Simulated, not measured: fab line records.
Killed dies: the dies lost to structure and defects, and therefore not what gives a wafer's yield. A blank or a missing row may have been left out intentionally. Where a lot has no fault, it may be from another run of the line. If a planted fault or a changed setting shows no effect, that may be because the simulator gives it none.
Which tool was responsible? ; flow ritCmos ; 13 lots with 39 wafers sampled at 6 steps, on a route of 202 steps

== WHAT THE GAUGES SHOWED, per wafer ==
RIT_NWELL_OVL_MEAS_06.
lot;measured;on;NWELL_OVL (nm)
L893;day 2 03:14;overlay-01;-1.2 -1.6 -1.6
L892;day 2 03:33;overlay-01;0.4 0.8 -0.5
L895;day 2 18:16;overlay-01;- - -
L896;day 2 19:30;overlay-02;-1.0 -1.8 -1.7
L897;day 2 22:47;overlay-02;0.6 0.8 -0.2
L904;day 4 10:26;overlay-02;-0.1 -1.4 0.8
L905;day 4 20:06;overlay-02;-0.6 -1.4 -0.3
L906;day 5 00:01;overlay-02;-1.2 -0.9 -1.5
L908;day 5 09:30;overlay-01;1.3 2.1 2.3
L909;day 5 18:37;overlay-01;2.2 0.6 2.8
L910;day 5 18:51;overlay-01;1.4 2.4 1.1
L911;day 5 22:30;overlay-02;-0.9 -0.3 0.4
L915;day 6 15:36;overlay-02;-1.6 0.2 -0.3

RIT_NWELL_TW_MEAS_10.
lot;measured;on;NWELL_TW
L893;day 2 03:51;filmMetro-04;2118 2121 2117
L892;day 2 04:34;filmMetro-01;2145 2138 2143
L895;day 2 18:53;filmMetro-04;30 30 30
L896;day 2 20:08;filmMetro-01;2127 2131 2138
L897;day 2 23:23;filmMetro-03;2084 2079 2088
L904;day 4 11:03;filmMetro-03;2080 2086 2088
L905;day 4 20:43;filmMetro-01;2129 2120 2111
L906;day 5 00:37;filmMetro-03;2100 2090 2108
L908;day 5 10:07;filmMetro-03;2098 2091 2095
L909;day 5 19:14;filmMetro-03;2113 2092 2112
L910;day 5 19:28;filmMetro-04;2126 2125 2125
L911;day 5 23:07;filmMetro-01;2115 2136 2121
L915;day 6 16:14;filmMetro-03;2096 2088 2092

RIT_PWELL_OVL_MEAS_06.
lot;measured;on;PWELL_OVL (nm)
L893;day 2 05:08;overlay-01;-1.8 -1.8 -0.8
L892;day 2 05:38;overlay-02;-0.9 -2.6 1.0
L895;day 2 19:49;overlay-01;-1.0 0.1 -0.7
L896;day 2 21:12;overlay-02;-2.0 -1.7 -2.4
L897;day 3 00:20;overlay-01;-1.2 -0.5 0.0
L904;day 4 11:59;overlay-02;-3.4 -3.0 -3.4
L905;day 4 22:13;overlay-02;-1.7 -1.8 -1.2
L906;day 5 01:55;overlay-01;0.4 -0.3 -2.3
L908;day 5 11:11;overlay-02;-0.9 -0.6 -2.3
L909;day 5 20:11;overlay-01;-1.5 -1.7 -0.1
L910;day 5 20:27;overlay-01;-2.4 -2.6 -2.9
L911;day 6 00:03;overlay-02;0.1 -3.0 -2.2
L915;day 6 17:17;overlay-01;-1.0 0.0 0.5

RIT_PWELL_TW_MEAS_10.
lot;measured;on;PWELL_TW
L893;day 2 05:44;filmMetro-03;926 927 933
L892;day 2 06:15;filmMetro-03;929 929 929
L895;day 2 20:26;filmMetro-04;2192 2194 2188
L896;day 2 21:49;filmMetro-01;951 956 957
L897;day 3 00:56;filmMetro-03;939 939 939
L904;day 4 12:36;filmMetro-04;960 961 955
L905;day 4 22:49;filmMetro-03;935 933 940
L906;day 5 02:31;filmMetro-03;938 940 939
L908;day 5 11:59;filmMetro-01;949 950 944
L909;day 5 20:48;filmMetro-04;954 949 954
L910;day 5 21:04;filmMetro-03;939 942 937
L911;day 6 00:40;filmMetro-01;954 952 953
L915;day 6 17:54;filmMetro-01;948 954 956

RIT_GATE_THK_MEAS_07.
lot;measured;on;GATE_OXIDE_THK (nm)
L893;day 2 17:34;filmMetro-04;2.96 2.90 2.94
L892;day 2 17:49;filmMetro-02;2.85 2.88 2.84
L895;day 3 10:45;filmMetro-04;2.88 2.88 2.84
L896;day 3 11:31;filmMetro-04;2.89 2.87 2.87
L897;day 3 14:46;filmMetro-04;2.97 2.86 2.94
L904;day 5 07:44;filmMetro-03;2.78 2.84 2.76
L905;day 5 11:37;filmMetro-03;2.91 2.88 2.91
L906;day 5 22:59;filmMetro-02;2.95 3.08 2.98
L908;day 5 23:29;filmMetro-02;2.99 2.93 2.90
L909;day 6 08:24;filmMetro-03;2.96 2.90 2.97
L910;day 6 10:45;filmMetro-04;2.89 2.90 2.87
L911;day 6 13:23;filmMetro-04;2.82 2.84 2.87
L915;day 7 06:20;filmMetro-04;2.79 2.82 2.80

== WHAT TOOL EACH LOT RAN ON (gives the tool, then ch and the chambers of the sampled wafers, and finally the start) ==
lot;RIT_NWELL_EXPOSE_03
L893;ilineStepper-01 ch 0, day 2 02:48
L892;ilineStepper-02 ch 0, day 2 03:03
L895;ilineStepper-02 ch 0, day 2 17:51
L896;ilineStepper-01 ch 0, day 2 19:04
L897;ilineStepper-02 ch 0, day 2 22:21
L904;ilineStepper-02 ch 0, day 4 10:01
L905;ilineStepper-02 ch 0, day 4 19:25
L906;ilineStepper-01 ch 0, day 4 23:35
L908;ilineStepper-02 ch 0, day 5 09:04
L909;ilineStepper-02 ch 0, day 5 18:13
L910;ilineStepper-01 ch 0, day 5 18:26
L911;ilineStepper-01 ch 0, day 5 22:04
L915;ilineStepper-02 ch 0, day 6 14:57
- RIT_NWELL_EXPOSE_03: exposes mask M2, target cd 43900 nm.

== WHAT THE TOOLS THEMSELVES READ (means of the sampled wafers that have a number; where no wafer has one, the mark that the record gives instead) ==
The record holds no such reading with a usual standard deviation.

== THE ANSWER, worked out from the rows above alone ==
Rule: the usual values come from the lots themselves. The widest of any qualifying gaps counts: lots, ordered by their means at a reading, are off when they make up no more than a third of the lots, leave a main group of 4 or more, and stand apart from it by 3 or more times the standard deviation of that group's means. Not used: any main group whose means are identical at the precision the tables above print for the reading. A lot without any number at a reading at which 4 lots or more have one is off too. Any other lot the step has rows for is counted as sound. After the gauges, taken in route order, come the tools' own readings; for these a lot's mean is taken, as printed above. At the first step where some lot is off, the reading lying furthest off is the one used; lots without a number count as furthest.
Off: L895, at RIT_NWELL_OVL_MEAS_06 (NWELL_OVL). Without a number there: L895. Main group: mean 0.0 nm, sd 1.2.
A tool fits if, at a process step before that reading, it ran every lot that is off, and no sound lot after the first of them. Not tried: the gauges at RIT_NWELL_OVL_MEAS_06; whatever is off there is also off at RIT_NWELL_TW_MEAS_10, on other tools, and gauge error can't account for it. No candidate that was tried fits.

== WHAT WAS PUT IN BY THE SIMULATOR ==
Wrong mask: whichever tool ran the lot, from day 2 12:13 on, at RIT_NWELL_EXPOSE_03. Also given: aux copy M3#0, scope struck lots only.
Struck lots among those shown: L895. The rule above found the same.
